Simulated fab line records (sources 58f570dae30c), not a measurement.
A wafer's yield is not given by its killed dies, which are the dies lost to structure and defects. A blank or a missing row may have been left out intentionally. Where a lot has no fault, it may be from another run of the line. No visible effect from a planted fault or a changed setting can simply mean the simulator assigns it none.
8D (eight disciplines) problem report, filled in by code || flow berkeleyCmos170 || the parts of the form that need people (team, actions taken, sign-off) are left out

== 1. THE ISSUE ==
Wafers without a fault read 0.5000 Pa, standard deviation 0.00095; chamberPressurePa at UCB170_M3_SPUTTER_01 reads a mean of 0.4587 Pa on 6 wafers belonging to 2 lots. That is -43 standard deviations from the usual mean.
The step: material Al, target thk 900 nm, time 120 s.
First seen on wafer L729.1, day 11 05:13, on pvdSputter-02. The record holds 18 wafers of 6 lots with a number at this step. The rule behind "out" and "out of limits": a value lying over 4 standard deviations away from the usual mean. The rest of the wafers with a number are treated as sound.

== 2. WHAT IT IS; WHAT IT IS NOT ==
{"question": "which readings at this step", "is": "chamberPressurePa", "is not": "-"}
{"question": "which lots", "is": "L729, L730", "is not": "L713, L719, L731, L734"}
{"question": "which wafers of those lots", "is": "all that have a number", "is not": "-"}
{"question": "read on which tools", "is": "pvdSputter-02", "is not": "pvdSputter-01, pvdSputter-04"}
{"question": "when", "is": "from day 11 05:13", "is not": "up to then (6 sound wafers); but 6 sound wafers of L731, L734 came after"}

== 3. THE SUSPECTS, EACH WITH WHAT RULES IT OUT ==
Counting: any tool at a process step up to the reading is kept as a suspect provided that every lot that is out went through it and no sound lot did after the first of them.
- rieDiel-04 at UCB170_V2_ETCH_14 (etches SiO2 in CHF3/CF4/Ar, stops on Al, target depth 1250 nm, time 291 s): kept. All lots that are out passed through it, beginning with L729 at day 11 04:45, and no sound lot followed; its final sound lot before that point was L713 at day 7 11:38.
- pvdSputter-02 at UCB170_M3_SPUTTER_01 (material Al, target thk 900 nm, time 120 s): kept. All lots that are out passed through it, beginning with L729 at day 11 05:13, and no sound lot followed; its final sound lot before that point was L719 at day 9 19:29. Its own readings are out on those wafers: chamberPressurePa.
After counting, rieDiel-04 at UCB170_V2_ETCH_14 and pvdSputter-02 at UCB170_M3_SPUTTER_01 remain.

== 4. THE CAUSE (what the simulator had put in) ==
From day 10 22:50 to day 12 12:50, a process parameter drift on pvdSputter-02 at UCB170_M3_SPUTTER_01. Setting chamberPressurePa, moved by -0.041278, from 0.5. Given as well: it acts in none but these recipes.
After counting, 2 suspects remain, this tool included.

== 5. THE CHAIN OF EFFECTS, in route order ==
One row per reading whose mean, taken over the struck wafers that have a number, lies over 3 standard deviations from the usual. Only readings whose record carries a usual standard deviation are examined. hours: median over the lots of the time between each lot's start at the first step of this table that gives one and its start at this step. sigmas: the change, counted in usual standard deviations.
{"hours": 0, "step": "UCB170_M3_SPUTTER_01", "reading": "chamberPressurePa", "usual": "0.5000 Pa", "on struck wafers": 0.4587, "change": -0.0413, "sigmas": -43}
It contains these process steps:
- UCB170_M3_SPUTTER_01: material Al, target thk 900 nm, time 120 s.
Later measuring or inspecting steps at which every struck wafer that the step has a row for has a number for every such reading, and none has moved that far: UCB170_M3_RS_MEAS_02, UCB170_M3_THK_MEAS_03, UCB170_M3_CD_MEAS_15, UCB170_M3_OVL_MEAS_16.

== 6. HOW IT WOULD HAVE BEEN CAUGHT EARLIER ==
In this record no reading fell out of limits until day 11 05:13, 6 hours after the fault had begun at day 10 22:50.
